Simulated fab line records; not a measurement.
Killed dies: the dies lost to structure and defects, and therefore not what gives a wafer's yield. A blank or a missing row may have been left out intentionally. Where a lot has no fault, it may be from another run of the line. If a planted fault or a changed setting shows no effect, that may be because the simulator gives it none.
Which tool was responsible? -- flow berkeley cmos170 -- 6 lots with 18 wafers sampled at 2 steps, on a route of 331 steps

== WHAT EACH GAUGE READ, for each wafer ==
UCB170_V1_THK_MEAS_01.
lot,measured,on,V1_TEOS_THK (nm)
L792,day 8 14:29,film metro-04,1965 2021 1993
L794,day 7 20:41,film metro-04,1964 2028 2005
L796,day 8 05:40,film metro-04,1955 2005 2033
L798,day 8 05:41,film metro-02,2029 1996 2009
L806,day 10 08:08,film metro-04,2020 1967 2033
L808,day 11 01:52,film metro-02,1952 1976 1998

== EACH LOT AND THE TOOL THAT RAN IT (in order: tool; ch and the chambers of the sampled wafers; start) ==
lot,UCB170_WELLDRIVE_WET_ETCH_04
L792,"wet bench-01 ch 3, day 3 23:59"
L794,"wet bench-01 ch 0, day 4 09:47"
L796,"wet bench-03 ch 1, day 5 04:07"
L798,"wet bench-01 ch 1, day 5 05:28"
L806,"wet bench-04 ch 3, day 6 17:57"
L808,"wet bench-03 ch 1, day 7 08:58"
- UCB170_WELLDRIVE_WET_ETCH_04: etches SiO2 in BOE, time 120 s.

== THE ANSWER, worked out from the rows above alone ==
Rule: the lots themselves supply what counts as usual. The widest of any qualifying gaps counts: lots, ordered by their means at a reading, are off when they make up no more than a third of the lots, leave a main group of 4 or more, and stand apart from it by 3 or more times the standard deviation of that group's means. A main group is skipped when, at the precision printed for the reading in the tables above, its means are all equal. Also off: a lot with no number at a reading for which 4 or more lots have one. Where the step has rows for the other lots, those lots are counted as sound.
No lot is off at any reading shown: from this, nothing can be told.

== WHAT HAD BEEN PUT IN BY THE SIMULATOR ==
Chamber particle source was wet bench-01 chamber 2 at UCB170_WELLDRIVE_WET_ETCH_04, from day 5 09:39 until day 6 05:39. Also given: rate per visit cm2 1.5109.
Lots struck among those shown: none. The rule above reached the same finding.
